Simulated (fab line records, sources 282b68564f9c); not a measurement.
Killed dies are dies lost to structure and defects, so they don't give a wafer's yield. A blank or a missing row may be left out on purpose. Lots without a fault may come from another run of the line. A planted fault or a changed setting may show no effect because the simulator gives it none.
Which tool did it? | flow rit_cmos | 15 lots, 45 wafers sampled, at 5 steps of a route of 202

WHAT THE GAUGES READ, wafer by wafer
RIT_PWELL_TW_MEAS_10.
lot  | measured    | on            | PWELL_TW
L155 | day 1 23:05 | film_metro-04 | 958 953 953
L156 | day 2 05:10 | film_metro-01 | 929 931 928
L157 | day 2 12:42 | film_metro-02 | 950 954 949
L159 | day 2 23:57 | film_metro-02 | 949 958 954
L161 | day 3 06:05 | film_metro-04 | 954 950 954
L162 | day 3 11:02 | film_metro-04 | 957 959 962
L163 | day 3 20:49 | film_metro-02 | 961 961 956
L164 | day 4 00:53 | film_metro-01 | 930 935 931
L166 | day 4 09:08 | film_metro-04 | 953 955 951
L167 | day 4 13:26 | film_metro-04 | 1180 1190 1191 1189 1179 1190
L169 | day 4 22:20 | film_metro-02 | 1192 1188 1184 1190 1190 1183
L171 | day 5 09:01 | film_metro-01 | 1161 1162 1158 1161 1166 1160
L175 | day 6 04:07 | film_metro-02 | 952 947 949
L176 | day 6 09:26 | film_metro-01 | 928 929 932
L178 | day 6 20:08 | film_metro-04 | 961 957 958

RIT_WELLDRIVE_RS_MEAS_02: measures by four-point-probe.
lot  | measured    | on            | PWELL_RS (ohm/sq)
L155 | day 2 04:32 | film_metro-01 | 428.1 428.0 430.0
L156 | day 2 11:23 | film_metro-01 | 430.5 430.1 429.4
L157 | day 2 18:01 | film_metro-01 | 430.2 427.2 429.5
L159 | day 3 05:23 | film_metro-04 | 428.5 427.8 429.2
L161 | day 3 12:58 | film_metro-04 | 428.2 430.1 429.9
L162 | day 3 18:07 | film_metro-02 | 428.6 428.8 429.1
L163 | day 4 02:08 | film_metro-02 | 426.3 426.2 428.3
L164 | day 4 07:46 | film_metro-01 | 429.3 428.9 431.7
L166 | day 4 14:50 | film_metro-02 | 428.6 429.8 429.2
L167 | day 4 20:32 | film_metro-02 | 280.8 280.4 280.2 280.5 280.1 280.1
L169 | day 5 06:16 | film_metro-01 | 281.1 280.9 280.9 281.0 280.9 281.2
L171 | day 5 16:50 | film_metro-01 | 280.5 280.8 281.3 280.8 281.4 280.8
L175 | day 6 11:03 | film_metro-01 | 428.5 427.9 427.8
L176 | day 6 15:56 | film_metro-01 | 427.4 428.3 428.4
L178 | day 7 02:03 | film_metro-01 | 429.7 429.5 429.3

RIT_NSD_TW_MEAS_10.
lot  | measured    | on            | NSD_TW
L155 | day 3 04:49 | film_metro-02 | 3128 3135 3125
L156 | day 3 09:08 | film_metro-03 | 3088 3074 3081
L157 | day 3 15:41 | film_metro-03 | 3098 3107 3081
L159 | day 4 08:48 | film_metro-04 | 3109 3140 3108
L161 | day 4 10:51 | film_metro-03 | 3073 3075 3062
L162 | day 4 17:39 | film_metro-02 | 3117 3117 3111
L163 | day 4 22:37 | film_metro-04 | 3111 3122 3128
L164 | day 5 05:05 | film_metro-02 | 3113 3125 3123
L166 | day 5 12:13 | film_metro-02 | 3131 3125 3122
L175 | day 7 08:49 | film_metro-02 | 3124 3124 3133
L176 | day 7 13:03 | film_metro-02 | 3120 3128 3112
L178 | day 7 21:40 | film_metro-03 | 3066 3065 3074

RIT_CONTACT_OVL_MEAS_09.
lot  | measured    | on         | CONTACT_OVL (nm)
L155 | day 3 09:13 | overlay-02 | 1.4 2.8 2.5
L156 | day 3 13:26 | overlay-01 | 2.7 1.7 1.2
L157 | day 3 20:07 | overlay-02 | 3.2 2.8 3.0
L159 | day 4 13:19 | overlay-02 | 1.8 1.9 2.5
L161 | day 4 15:05 | overlay-02 | 3.0 3.1 2.4
L162 | day 4 21:53 | overlay-02 | 1.1 1.6 -0.1
L163 | day 5 02:50 | overlay-01 | 1.2 1.2 0.2
L164 | day 5 09:27 | overlay-02 | 3.2 2.5 3.6
L166 | day 5 16:20 | overlay-01 | 1.2 2.9 2.5
L175 | day 7 13:12 | overlay-02 | 1.2 1.2 1.5
L176 | day 7 17:10 | overlay-01 | 1.0 1.3 1.5
L178 | day 8 02:03 | overlay-02 | 0.8 1.5 0.6

WHICH TOOL RAN EACH LOT (tool, then ch and the chambers of the sampled wafers, then the start)
lot  | RIT_PWELL_IMPLANT_08
L155 | implanter-02 ch 0, day 1 22:48
L156 | implanter-02 ch 0, day 2 04:52
L157 | implanter-03 ch 0, day 2 12:23
L159 | implanter-03 ch 0, day 2 23:40
L161 | implanter-04 ch 0, day 3 05:46
L162 | implanter-04 ch 0, day 3 10:44
L163 | implanter-04 ch 0, day 3 20:31
L164 | implanter-02 ch 0, day 4 00:34
L166 | implanter-04 ch 0, day 4 08:40
L167 | implanter-04 ch 0, day 4 12:48
L169 | implanter-04 ch 0, day 4 21:45
L171 | implanter-04 ch 0, day 5 08:23
L175 | implanter-03 ch 0, day 6 03:47
L176 | implanter-04 ch 0, day 6 09:07
L178 | implanter-04 ch 0, day 6 19:49
- RIT_PWELL_IMPLANT_08

WHAT THE TOOLS THEMSELVES READ (means of the sampled wafers that have a number; where no wafer has one, the mark that the record gives instead)
RIT_PWELL_IMPLANT_08.
lot  | tool         | faraday_current_uA | tilt_deg (degrees)
L155 | implanter-02 | 224                | 6.981
L156 | implanter-02 | 219                | 6.978
L157 | implanter-03 | 225                | 7.003
L159 | implanter-03 | 225                | 6.966
L161 | implanter-04 | 218                | 6.993
L162 | implanter-04 | 225                | 6.990
L163 | implanter-04 | 223                | 7.010
L164 | implanter-02 | 223                | 7.010
L166 | implanter-04 | 226                | 7.016
L167 | implanter-04 | 224                | 6.992
L169 | implanter-04 | 222                | 6.997
L171 | implanter-04 | 222                | 7.013
L175 | implanter-03 | 218                | 6.991
L176 | implanter-04 | 224                | 6.997
L178 | implanter-04 | 221                | 6.956

THE ANSWER, worked out from the rows above alone
Rule: what is usual is taken from the lots themselves. Put in order of their means at a reading, lots are off if they are a third of the lots or fewer, leave a main group of 4 or more, and stand apart from it by a gap of 3 or more times the standard deviation of the main group's means; of several such gaps the widest counts. A main group whose means are all the same, to the digits that the tables above print for the reading, isn't used. A lot without any number at a reading at which 4 lots or more have one is off too. The other lots that the step has rows for count as sound. The gauges are gone through in route order, then the tools' own readings, and for those a lot's mean is taken as printed above. The first step at which some lot is off is used, and at that step the reading that is off furthest; a lot without a number counts as furthest.
Off: L167, L169, L171, at RIT_PWELL_TW_MEAS_10 (PWELL_TW). The main group: mean 949, standard deviation 11.
A tool fits if, at a process step before that reading, it ran every lot that is off, and no sound lot after the first of them. The gauges at RIT_PWELL_TW_MEAS_10 are tried like those tools. None of those tried fits.

WHAT THE SIMULATOR HAD PUT IN
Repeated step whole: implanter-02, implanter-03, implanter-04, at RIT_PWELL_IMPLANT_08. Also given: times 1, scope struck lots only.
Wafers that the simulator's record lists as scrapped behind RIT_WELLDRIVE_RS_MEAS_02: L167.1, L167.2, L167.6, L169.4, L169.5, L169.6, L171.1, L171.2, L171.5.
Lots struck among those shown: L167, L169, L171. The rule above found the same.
